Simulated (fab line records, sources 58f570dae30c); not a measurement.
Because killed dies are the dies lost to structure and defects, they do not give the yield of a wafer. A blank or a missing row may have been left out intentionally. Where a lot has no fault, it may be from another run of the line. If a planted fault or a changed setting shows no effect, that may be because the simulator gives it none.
Which of the tools did it? :: flow berkeley-cmos170 :: 14 lots, 42 wafers sampled, at 5 steps of a route of 331

WHAT EACH GAUGE READ, for each wafer
UCB170_M2_CD_MEAS_90: the cd target is 700 nm.
lot: L272
measured: day 8 09:58
on: cd-sem-02
cd-nm (nm): 710 704 704

lot: L273
measured: day 9 02:54
on: cd-sem-02
cd-nm (nm): 703 707 703

lot: L276
measured: day 9 03:59
on: cd-sem-01
cd-nm (nm): 707 708 702

lot: L275
measured: day 9 06:30
on: cd-sem-02
cd-nm (nm): 707 694 706

lot: L274
measured: day 9 08:06
on: cd-sem-01
cd-nm (nm): 709 705 708

lot: L281
measured: day 10 06:18
on: cd-sem-01
cd-nm (nm): 700 700 702

lot: L282
measured: day 10 20:10
on: cd-sem-01
cd-nm (nm): 701 700 707

lot: L283
measured: day 10 22:58
on: cd-sem-02
cd-nm (nm): 702 705 701

lot: L284
measured: day 11 01:35
on: cd-sem-02
cd-nm (nm): 699 703 699

lot: L286
measured: day 11 08:15
on: cd-sem-02
cd-nm (nm): 702 707 706

lot: L289
measured: day 11 23:01
on: cd-sem-02
cd-nm (nm): 712 703 706

lot: L291
measured: day 12 00:34
on: cd-sem-02
cd-nm (nm): 704 698 707

lot: L290
measured: day 12 00:45
on: cd-sem-01
cd-nm (nm): 702 707 698

lot: L295
measured: day 13 01:07
on: cd-sem-02
cd-nm (nm): 710 701 701

UCB170_V2_CD_MEAS_12: the cd target is 700 nm.
lot: L272
measured: day 8 13:07
on: cd-sem-02
cd-nm (nm): 700.1 701.2 700.8

lot: L273
measured: day 9 05:35
on: cd-sem-01
cd-nm (nm): 701.7 700.4 700.5

lot: L276
measured: day 9 06:48
on: cd-sem-01
cd-nm (nm): 700.3 700.9 700.6

lot: L275
measured: day 9 08:27
on: cd-sem-01
cd-nm (nm): 700.5 700.9 699.7

lot: L274
measured: day 9 10:34
on: cd-sem-01
cd-nm (nm): 699.6 700.2 700.9

lot: L281
measured: day 10 13:11
on: cd-sem-02
cd-nm (nm): 702.0 699.6 701.6

lot: L282
measured: day 10 23:08
on: cd-sem-01
cd-nm (nm): 675.9 674.6 676.3

lot: L283
measured: day 11 02:27
on: cd-sem-02
cd-nm (nm): 698.4 698.9 699.4

lot: L284
measured: day 11 04:02
on: cd-sem-01
cd-nm (nm): 699.4 698.9 700.0

lot: L286
measured: day 11 10:13
on: cd-sem-01
cd-nm (nm): 677.9 677.7 677.7

lot: L289
measured: day 12 01:31
on: cd-sem-01
cd-nm (nm): 701.9 702.5 702.2

lot: L291
measured: day 12 03:44
on: cd-sem-02
cd-nm (nm): 698.9 699.3 698.9

lot: L290
measured: day 12 04:17
on: cd-sem-02
cd-nm (nm): 701.5 700.2 702.4

lot: L295
measured: day 13 03:16
on: cd-sem-02
cd-nm (nm): 699.4 700.1 699.5

UCB170_V2_OVL_MEAS_13.
lot: L272
measured: day 8 13:14
on: overlay-01
V2_OVL (nm): 4 3 -1

lot: L273
measured: day 9 05:42
on: overlay-01
V2_OVL (nm): 0 -3 0

lot: L276
measured: day 9 06:55
on: overlay-02
V2_OVL (nm): 0 -2 1

lot: L275
measured: day 9 08:34
on: overlay-01
V2_OVL (nm): -4 -12 -5

lot: L274
measured: day 9 10:41
on: overlay-02
V2_OVL (nm): 0 -3 2

lot: L281
measured: day 10 13:17
on: overlay-02
V2_OVL (nm): 3 5 2

lot: L282
measured: day 10 23:16
on: overlay-01
V2_OVL (nm): -3 -2 2

lot: L283
measured: day 11 02:33
on: overlay-02
V2_OVL (nm): -8 -3 -5

lot: L284
measured: day 11 04:10
on: overlay-01
V2_OVL (nm): -7 4 0

lot: L286
measured: day 11 10:18
on: overlay-02
V2_OVL (nm): 4 10 12

lot: L289
measured: day 12 01:38
on: overlay-01
V2_OVL (nm): 0 1 2

lot: L291
measured: day 12 03:50
on: overlay-01
V2_OVL (nm): 4 5 4

lot: L290
measured: day 12 04:23
on: overlay-02
V2_OVL (nm): -7 -8 -9

lot: L295
measured: day 13 03:22
on: overlay-02
V2_OVL (nm): -1 0 7

WHAT TOOL EACH LOT RAN ON (gives the tool, then ch and the chambers of the sampled wafers, and finally the start)
lot: L272
UCB170_V2_CMP_02: cmp-01 ch 1,2,3, day 8 10:22
UCB170_V2_PEB_10: litho-track-01 ch 0, day 8 12:46

lot: L273
UCB170_V2_CMP_02: cmp-01 ch 2,3, day 9 03:14
UCB170_V2_PEB_10: litho-track-01 ch 0, day 9 05:18

lot: L276
UCB170_V2_CMP_02: cmp-02 ch 0,3, day 9 04:22
UCB170_V2_PEB_10: litho-track-04 ch 0, day 9 06:32

lot: L275
UCB170_V2_CMP_02: cmp-01 ch 0,1,3, day 9 06:50
UCB170_V2_PEB_10: litho-track-04 ch 0, day 9 08:11

lot: L274
UCB170_V2_CMP_02: cmp-01 ch 2,3, day 9 08:31
UCB170_V2_PEB_10: litho-track-03 ch 0, day 9 10:18

lot: L281
UCB170_V2_CMP_02: cmp-02 ch 0,1,3, day 10 06:43
UCB170_V2_PEB_10: litho-track-04 ch 0, day 10 12:00

lot: L282
UCB170_V2_CMP_02: cmp-01 ch 0,1, day 10 20:32
UCB170_V2_PEB_10: litho-track-04 ch 0, day 10 22:49

lot: L283
UCB170_V2_CMP_02: cmp-02 ch 1,2, day 10 23:17
UCB170_V2_PEB_10: litho-track-01 ch 0, day 11 02:00

lot: L284
UCB170_V2_CMP_02: cmp-01 ch 0,1,2, day 11 01:55
UCB170_V2_PEB_10: litho-track-03 ch 0, day 11 03:46

lot: L286
UCB170_V2_CMP_02: cmp-01 ch 0,2,3, day 11 08:39
UCB170_V2_PEB_10: litho-track-04 ch 0, day 11 09:57

lot: L289
UCB170_V2_CMP_02: cmp-02 ch 1,2,3, day 11 23:22
UCB170_V2_PEB_10: litho-track-01 ch 0, day 12 01:14

lot: L291
UCB170_V2_CMP_02: cmp-01 ch 1,2, day 12 00:55
UCB170_V2_PEB_10: litho-track-01 ch 0, day 12 03:28

lot: L290
UCB170_V2_CMP_02: cmp-02 ch 0,1,2, day 12 01:05
UCB170_V2_PEB_10: litho-track-01 ch 0, day 12 04:01

lot: L295
UCB170_V2_CMP_02: cmp-01 ch 0,1,2, day 13 01:27
UCB170_V2_PEB_10: litho-track-03 ch 0, day 13 02:49
- UCB170_V2_CMP_02: polishes SiO2.
- UCB170_V2_PEB_10

AS READ BY THE TOOLS THEMSELVES (means over the sampled wafers that have a number; for cases with no such wafer, the mark the record gives instead)
UCB170_V2_CMP_02.
lot: L272
tool: cmp-01
edge-zone-pressure-frac: 0.994
head-pressure-psi (psi): 5.996
motor-current-A (A): 16.4
platen-rpm (rpm): 59.98
slurry-flow-ml-min: 149.7

lot: L273
tool: cmp-01
edge-zone-pressure-frac: 1.001
head-pressure-psi (psi): 5.991
motor-current-A (A): 15.5
platen-rpm (rpm): 60.01
slurry-flow-ml-min: 150.0

lot: L276
tool: cmp-02
edge-zone-pressure-frac: 0.997
head-pressure-psi (psi): 5.998
motor-current-A (A): 14.8
platen-rpm (rpm): 60.03
slurry-flow-ml-min: 149.9

lot: L275
tool: cmp-01
edge-zone-pressure-frac: 1.002
head-pressure-psi (psi): 6.001
motor-current-A (A): 15.8
platen-rpm (rpm): 60.00
slurry-flow-ml-min: 150.1

lot: L274
tool: cmp-01
edge-zone-pressure-frac: 1.001
head-pressure-psi (psi): 5.989
motor-current-A (A): 16.5
platen-rpm (rpm): 60.03
slurry-flow-ml-min: 149.8

lot: L281
tool: cmp-02
edge-zone-pressure-frac: 0.999
head-pressure-psi (psi): 6.004
motor-current-A (A): 15.5
platen-rpm (rpm): 60.00
slurry-flow-ml-min: 150.3

lot: L282
tool: cmp-01
edge-zone-pressure-frac: 0.999
head-pressure-psi (psi): 6.007
motor-current-A (A): 16.5
platen-rpm (rpm): 60.00
slurry-flow-ml-min: 150.0

lot: L283
tool: cmp-02
edge-zone-pressure-frac: 0.998
head-pressure-psi (psi): 6.005
motor-current-A (A): 16.1
platen-rpm (rpm): 59.99
slurry-flow-ml-min: 150.1

lot: L284
tool: cmp-01
edge-zone-pressure-frac: 0.995
head-pressure-psi (psi): 5.995
motor-current-A (A): 16.9
platen-rpm (rpm): 60.04
slurry-flow-ml-min: 149.9

lot: L286
tool: cmp-01
edge-zone-pressure-frac: 1.000
head-pressure-psi (psi): 6.002
motor-current-A (A): 15.8
platen-rpm (rpm): 59.99
slurry-flow-ml-min: 150.1

lot: L289
tool: cmp-02
edge-zone-pressure-frac: 1.003
head-pressure-psi (psi): 5.996
motor-current-A (A): 16.1
platen-rpm (rpm): 60.02
slurry-flow-ml-min: 149.9

lot: L291
tool: cmp-01
edge-zone-pressure-frac: 0.996
head-pressure-psi (psi): 6.014
motor-current-A (A): 17.2
platen-rpm (rpm): 60.04
slurry-flow-ml-min: 150.1

lot: L290
tool: cmp-02
edge-zone-pressure-frac: 0.997
head-pressure-psi (psi): 6.002
motor-current-A (A): 16.4
platen-rpm (rpm): 60.01
slurry-flow-ml-min: 150.0

lot: L295
tool: cmp-01
edge-zone-pressure-frac: 1.003
head-pressure-psi (psi): 6.004
motor-current-A (A): 15.9
platen-rpm (rpm): 60.03
slurry-flow-ml-min: 150.3

UCB170_V2_PEB_10.
lot: L272
tool: litho-track-01
chill-plate-temp-C (C): 23.08
heater-power-total-W (W): 56.83
plate-temp-C (C): 129.76

lot: L273
tool: litho-track-01
chill-plate-temp-C (C): 23.02
heater-power-total-W (W): 56.83
plate-temp-C (C): 129.97

lot: L276
tool: litho-track-04
chill-plate-temp-C (C): 22.93
heater-power-total-W (W): 56.83
plate-temp-C (C): 130.11

lot: L275
tool: litho-track-04
chill-plate-temp-C (C): 22.93
heater-power-total-W (W): 56.78
plate-temp-C (C): 129.86

lot: L274
tool: litho-track-03
chill-plate-temp-C (C): 22.94
heater-power-total-W (W): 56.76
plate-temp-C (C): 129.93

lot: L281
tool: litho-track-04
chill-plate-temp-C (C): 23.09
heater-power-total-W (W): 56.81
plate-temp-C (C): 129.98

lot: L282
tool: litho-track-04
chill-plate-temp-C (C): 23.02
heater-power-total-W (W): 54.89
plate-temp-C (C): 126.79

lot: L283
tool: litho-track-01
chill-plate-temp-C (C): 23.06
heater-power-total-W (W): 56.80
plate-temp-C (C): 129.98

lot: L284
tool: litho-track-03
chill-plate-temp-C (C): 22.91
heater-power-total-W (W): 56.83
plate-temp-C (C): 129.89

lot: L286
tool: litho-track-04
chill-plate-temp-C (C): 23.13
heater-power-total-W (W): 54.88
plate-temp-C (C): 126.48

lot: L289
tool: litho-track-01
chill-plate-temp-C (C): 22.97
heater-power-total-W (W): 56.77
plate-temp-C (C): 130.04

lot: L291
tool: litho-track-01
chill-plate-temp-C (C): 23.11
heater-power-total-W (W): 56.78
plate-temp-C (C): 130.00

lot: L290
tool: litho-track-01
chill-plate-temp-C (C): 23.12
heater-power-total-W (W): 56.78
plate-temp-C (C): 130.05

lot: L295
tool: litho-track-03
chill-plate-temp-C (C): 22.99
heater-power-total-W (W): 56.82
plate-temp-C (C): 130.00

THE ANSWER, worked out from the rows above alone
Rule: what is usual is taken from the lots themselves. Put in order of their means at a reading, lots are off if they are a third of the lots or fewer, leave a main group of 4 or more, and stand apart from it by a gap of 3 or more times the standard deviation of the main group's means; of several such gaps the widest counts. The tables above print the reading to a certain number of digits; a main group whose means all agree to those digits is not used. A lot without any number at a reading at which 4 lots or more have one is off too. Any other lot the step has rows for is counted as sound. The gauges are gone through in route order, then the tools' own readings, and for those a lot's mean is taken as printed above. At the first step where some lot is off, the reading lying furthest off is the one used; lots without a number count as furthest.
Off, at UCB170_V2_CD_MEAS_12 on cd-nm: L282, L286. Main group: mean 700.4 nm, sd 0.94.
A tool fits if, at a process step before that reading, it ran every lot that is off, and no sound lot after the first of them. The gauges at UCB170_V2_CD_MEAS_12 aren't tried: what is off there is off at UCB170_V2_PEB_10 too, on other tools, and a gauge's error can't cause that. One fits: litho-track-04 at UCB170_V2_PEB_10. A fault onset in the window from L281 (day 10 12:00, its last sound lot) to L282 (day 10 22:49, its first lot off) fits.
The tool's own readings at UCB170_V2_PEB_10 bear it out: on the lots that are off they differ by more than 5 times the standard deviation of the sound lots' means. heater-power-total-W reads 54.89 W there against 56.80 W on the sound lots; plate-temp-C reads 126.64 C there against 129.96 C on the sound lots.

WHAT THE SIMULATOR HAD PUT IN
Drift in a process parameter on litho-track-04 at UCB170_V2_PEB_10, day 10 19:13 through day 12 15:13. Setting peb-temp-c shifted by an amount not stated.
Shown lots that were struck: L282, L286. The same result came from the rule above.
